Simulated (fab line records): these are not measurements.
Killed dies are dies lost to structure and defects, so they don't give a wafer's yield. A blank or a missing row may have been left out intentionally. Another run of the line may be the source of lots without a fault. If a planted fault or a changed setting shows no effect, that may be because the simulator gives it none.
The tool behind it: which one? :: flow berkeley cmos170 :: Sampling: 14 lots, 42 wafers, 3 of 331 route steps

## WHAT THE GAUGES SHOWED, per wafer
UCB170_M1_RS_MEAS_01: measures by four-point-probe.
lot: L550
measured: day 7 09:08
on: film metro-02
M1_AL_RS (ohm/sq): 0.0489 0.0489 0.0488

lot: L549
measured: day 7 09:32
on: film metro-01
M1_AL_RS (ohm/sq): 0.0477 0.0481 0.0483

lot: L551
measured: day 7 13:46
on: film metro-02
M1_AL_RS (ohm/sq): 0.0481 0.0482 0.0481

lot: L554
measured: day 7 22:11
on: film metro-02
M1_AL_RS (ohm/sq): 0.0494 0.0490 0.0496

lot: L552
measured: day 8 01:05
on: film metro-01
M1_AL_RS (ohm/sq): 0.0492 0.0498 0.0495

lot: L556
measured: day 8 10:59
on: film metro-04
M1_AL_RS (ohm/sq): 0.0506 0.0501 0.0505 0.0507 0.0502 0.0506

lot: L558
measured: day 8 23:35
on: film metro-02
M1_AL_RS (ohm/sq): 0.0507 0.0501 0.0504 0.0507 0.0503 0.0503

lot: L564
measured: day 10 05:16
on: film metro-02
M1_AL_RS (ohm/sq): 0.0485 0.0487 0.0484

lot: L565
measured: day 10 07:14
on: film metro-04
M1_AL_RS (ohm/sq): 0.0487 0.0482 0.0485

lot: L566
measured: day 10 19:02
on: film metro-04
M1_AL_RS (ohm/sq): 0.0488 0.0488 0.0491

lot: L569
measured: day 11 09:38
on: film metro-04
M1_AL_RS (ohm/sq): 0.0482 0.0485 0.0483

lot: L570
measured: day 11 19:34
on: film metro-02
M1_AL_RS (ohm/sq): 0.0485 0.0491 0.0489

lot: L571
measured: day 11 21:18
on: film metro-02
M1_AL_RS (ohm/sq): 0.0486 0.0487 0.0488

lot: L572
measured: day 11 21:49
on: film metro-04
M1_AL_RS (ohm/sq): 0.0485 0.0483 0.0479

UCB170_M1_THK_MEAS_02: measures by xrf.
lot: L550
measured: day 7 09:14
on: film metro-02
M1_AL_THK (nm): 596 592 597

lot: L549
measured: day 7 09:38
on: film metro-01
M1_AL_THK (nm): 601 595 599

lot: L551
measured: day 7 13:53
on: film metro-02
M1_AL_THK (nm): 603 601 603

lot: L554
measured: day 7 22:19
on: film metro-02
M1_AL_THK (nm): 587 594 589

lot: L552
measured: day 8 01:11
on: film metro-01
M1_AL_THK (nm): 584 578 584

lot: L556
measured: day 8 14:57
on: film metro-04
M1_AL_THK (nm): 572 581 576 572 580 580

lot: L558
measured: day 9 03:01
on: film metro-02
M1_AL_THK (nm): 571 577 573 574 578 573

lot: L564
measured: day 10 05:23
on: film metro-02
M1_AL_THK (nm): 596 589 598

lot: L565
measured: day 10 07:21
on: film metro-04
M1_AL_THK (nm): 593 600 596

lot: L566
measured: day 10 19:08
on: film metro-04
M1_AL_THK (nm): 600 597 597

lot: L569
measured: day 11 09:45
on: film metro-04
M1_AL_THK (nm): 603 600 598

lot: L570
measured: day 11 19:40
on: film metro-02
M1_AL_THK (nm): 599 594 596

lot: L571
measured: day 11 21:25
on: film metro-02
M1_AL_THK (nm): 598 595 595

lot: L572
measured: day 11 21:56
on: film metro-04
M1_AL_THK (nm): 595 599 608

## TOOL THAT RAN EACH LOT (tool first, then ch and the chambers of the sampled wafers, then the start)
lot: L550
UCB170_M1_SPUTTER_00: pvd sputter-01, day 7 09:03

lot: L549
UCB170_M1_SPUTTER_00: pvd sputter-02, day 7 09:26

lot: L551
UCB170_M1_SPUTTER_00: pvd sputter-02, day 7 13:43

lot: L554
UCB170_M1_SPUTTER_00: pvd sputter-01, day 7 22:08

lot: L552
UCB170_M1_SPUTTER_00: pvd sputter-02, day 8 00:59

lot: L556
UCB170_M1_SPUTTER_00: pvd sputter-01, day 8 10:55

lot: L558
UCB170_M1_SPUTTER_00: pvd sputter-01, day 8 23:31

lot: L564
UCB170_M1_SPUTTER_00: pvd sputter-03, day 10 05:12

lot: L565
UCB170_M1_SPUTTER_00: pvd sputter-03, day 10 07:10

lot: L566
UCB170_M1_SPUTTER_00: pvd sputter-03, day 10 18:56

lot: L569
UCB170_M1_SPUTTER_00: pvd sputter-03, day 11 09:34

lot: L570
UCB170_M1_SPUTTER_00: pvd sputter-03, day 11 19:28

lot: L571
UCB170_M1_SPUTTER_00: pvd sputter-02, day 11 21:13

lot: L572
UCB170_M1_SPUTTER_00: pvd sputter-03, day 11 21:44
- UCB170_M1_SPUTTER_00: material Al, target thk 600 nm, time 80 s.

## WHAT THE TOOLS THEMSELVES READ (means of the sampled wafers that have a number; where no wafer has one, the mark that the record gives instead)
UCB170_M1_SPUTTER_00.
lot: L550
tool: pvd sputter-01
cathode dc power W (W): 5999.2
chamber pressure pa (Pa): 0.4998
throttle valve pct (%): 31.4

lot: L549
tool: pvd sputter-02
cathode dc power W (W): 5999.7
chamber pressure pa (Pa): 0.4993
throttle valve pct (%): 30.5

lot: L551
tool: pvd sputter-02
cathode dc power W (W): 6000.2
chamber pressure pa (Pa): 0.4998
throttle valve pct (%): 30.3

lot: L554
tool: pvd sputter-01
cathode dc power W (W): 6000.2
chamber pressure pa (Pa): 0.4994
throttle valve pct (%): 31.2

lot: L552
tool: pvd sputter-02
cathode dc power W (W): 5999.2
chamber pressure pa (Pa): 0.5003
throttle valve pct (%): 29.9

lot: L556
tool: pvd sputter-01
cathode dc power W (W): 5792.9
chamber pressure pa (Pa): 0.4993
throttle valve pct (%): 31.3

lot: L558
tool: pvd sputter-01
cathode dc power W (W): 5793.0
chamber pressure pa (Pa): 0.4993
throttle valve pct (%): 30.5

lot: L564
tool: pvd sputter-03
cathode dc power W (W): 5999.8
chamber pressure pa (Pa): 0.4997
throttle valve pct (%): 32.1

lot: L565
tool: pvd sputter-03
cathode dc power W (W): 5999.8
chamber pressure pa (Pa): 0.4997
throttle valve pct (%): 31.9

lot: L566
tool: pvd sputter-03
cathode dc power W (W): 6000.8
chamber pressure pa (Pa): 0.5004
throttle valve pct (%): 31.0

lot: L569
tool: pvd sputter-03
cathode dc power W (W): 6000.2
chamber pressure pa (Pa): 0.4994
throttle valve pct (%): 30.9

lot: L570
tool: pvd sputter-03
cathode dc power W (W): 5999.5
chamber pressure pa (Pa): 0.5012
throttle valve pct (%): 30.8

lot: L571
tool: pvd sputter-02
cathode dc power W (W): 5999.7
chamber pressure pa (Pa): 0.4991
throttle valve pct (%): 29.8

lot: L572
tool: pvd sputter-03
cathode dc power W (W): 6000.9
chamber pressure pa (Pa): 0.4993
throttle valve pct (%): 31.0

## THE ANSWER, worked out from the rows above alone
Rule: the usual values come from the lots themselves. The widest of any qualifying gaps counts: lots, ordered by their means at a reading, are off when they make up no more than a third of the lots, leave a main group of 4 or more, and stand apart from it by 3 or more times the standard deviation of that group's means. The tables above print the reading to a certain number of digits; a main group whose means all agree to those digits is not used. A lot without any number at a reading at which 4 lots or more have one is off too. All remaining lots with rows at the step are treated as sound. First the gauges in route order, then the tools' own readings, where a lot's mean is used as printed above. The first step at which some lot is off is used, and at that step the reading that is off furthest; a lot without a number counts as furthest.
Off, at UCB170_M1_SPUTTER_00 on cathode dc power W: L556, L558. The main group: mean 5999.9 W, standard deviation 0.52.
A tool fits if, at that step or a process step before it, it ran every lot that is off, and no sound lot after the first of them. One candidate fits, namely pvd sputter-01 at UCB170_M1_SPUTTER_00. Its last sound lot is L554 (day 7 22:08), its first lot that is off L556 (day 8 10:55): a fault that began between those two fits.
The tool's own readings at UCB170_M1_SPUTTER_00 bear it out: on the lots that are off they differ by more than 5 times the standard deviation of the sound lots' means. cathode dc power W reads 5792.9 W there against 5999.9 W on the sound lots.

## WHAT HAD BEEN PUT IN BY THE SIMULATOR
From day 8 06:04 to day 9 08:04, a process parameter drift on pvd sputter-01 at UCB170_M1_SPUTTER_00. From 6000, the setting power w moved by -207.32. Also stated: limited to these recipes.
Struck lots among those shown: L556, L558. Same finding as the rule above.
